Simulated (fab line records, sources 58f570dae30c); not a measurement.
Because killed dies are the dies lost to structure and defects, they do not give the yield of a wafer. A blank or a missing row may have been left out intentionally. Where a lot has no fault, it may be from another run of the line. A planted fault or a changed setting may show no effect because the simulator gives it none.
Split-lot experiment | flow berkeleyCmos170 | on a route of 331 steps: 5 lots, 23 wafers read

== THE SPLIT ==
At UCB170_WELLDRIVE_OXIDATION_01 (target thk 199 nm, ox time 9000 s), the setting tempC was moved away from the recipe's 1100 C on 15 of the 23 wafers read, by -1.9% to -1.4%. This setting was run at the recipe's value on the other wafers.

There is no step in the file separating the split from the reading.

== THE READING ==
WELLDRIVE_OXIDE_THK (nm), taken at UCB170_WELLDRIVE_THK_MEAS_02. On this fab line, fault-free wafers typically give 196 nm with a standard deviation of 3.3 nm.

wafer  | tool, chamber at the split | tempC as run, C | against the recipe | WELLDRIVE_OXIDE_THK, nm | against lot-mates on the recipe
L075.1 | -, -                       | 1079            | -1.9%              | 171                     | no lot-mate on the recipe
L075.2 | -, -                       | 1079            | -1.9%              | 173                     | no lot-mate on the recipe
L075.3 | -, -                       | 1079            | -1.9%              | 169                     | no lot-mate on the recipe
L075.4 | -, -                       | 1079            | -1.9%              | 169                     | no lot-mate on the recipe
L075.6 | -, -                       | 1079            | -1.9%              | 169                     | no lot-mate on the recipe
L076.2 | -, -                       | 1085            | -1.4%              | 181                     | no lot-mate on the recipe
L076.3 | -, -                       | 1085            | -1.4%              | 181                     | no lot-mate on the recipe
L076.4 | -, -                       | 1085            | -1.4%              | 180                     | no lot-mate on the recipe
L076.5 | -, -                       | 1085            | -1.4%              | 182                     | no lot-mate on the recipe
L076.6 | -, -                       | 1085            | -1.4%              | 183                     | no lot-mate on the recipe
L078.2 | -, -                       | 1082            | -1.6%              | 167                     | no lot-mate on the recipe
L078.3 | -, -                       | 1082            | -1.6%              | 166                     | no lot-mate on the recipe
L078.4 | -, -                       | 1082            | -1.6%              | 167                     | no lot-mate on the recipe
L078.5 | -, -                       | 1082            | -1.6%              | 167                     | no lot-mate on the recipe
L078.6 | -, -                       | 1082            | -1.6%              | 169                     | no lot-mate on the recipe
L081.1 | furnace-04, 0              | 1100            | recipe             | 194                     | -
L081.3 | furnace-04, 0              | 1100            | recipe             | 195                     | -
L081.4 | furnace-04, 0              | 1100            | recipe             | 198                     | -
L084.1 | -, -                       | 1100            | recipe             | 205                     | -
L084.2 | -, -                       | 1100            | recipe             | 201                     | -
L084.3 | -, -                       | 1100            | recipe             | 199                     | -
L084.5 | -, -                       | 1100            | recipe             | 199                     | -
L084.6 | -, -                       | 1100            | recipe             | 200                     | -

THE FIT
A straight line over all 23 wafers: WELLDRIVE_OXIDE_THK changes by +16.1 nm for each +1% of tempC; r = +0.95; the points scatter about the line by 4.2 nm.
Too few moved wafers have a lot-mate on the recipe to fit a line with each lot's own level taken away.

== THE WHOLE CHAIN: every reading that the file lists as answering this split, in the file's order ==
step                          | what it does                      | reading                                                                               | change (the file's fit)              | r (the file's)
UCB170_WELLDRIVE_OXIDATION_01 | target thk 199 nm, ox time 9000 s | SiO2_of_WELLDRIVE_OXIDATION_01.thkNm (the simulator's own value, which no gauge read) | +16.1 nm for each +1% of the setting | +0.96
UCB170_WELLDRIVE_THK_MEAS_02  |                                   | WELLDRIVE_OXIDE_THK                                                                   | +16.1 for each +1% of the setting    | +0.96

== FILE'S OWN FIT ==
WELLDRIVE_OXIDE_THK changes by +16.1 nm for each +1% of tempC, r = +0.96.
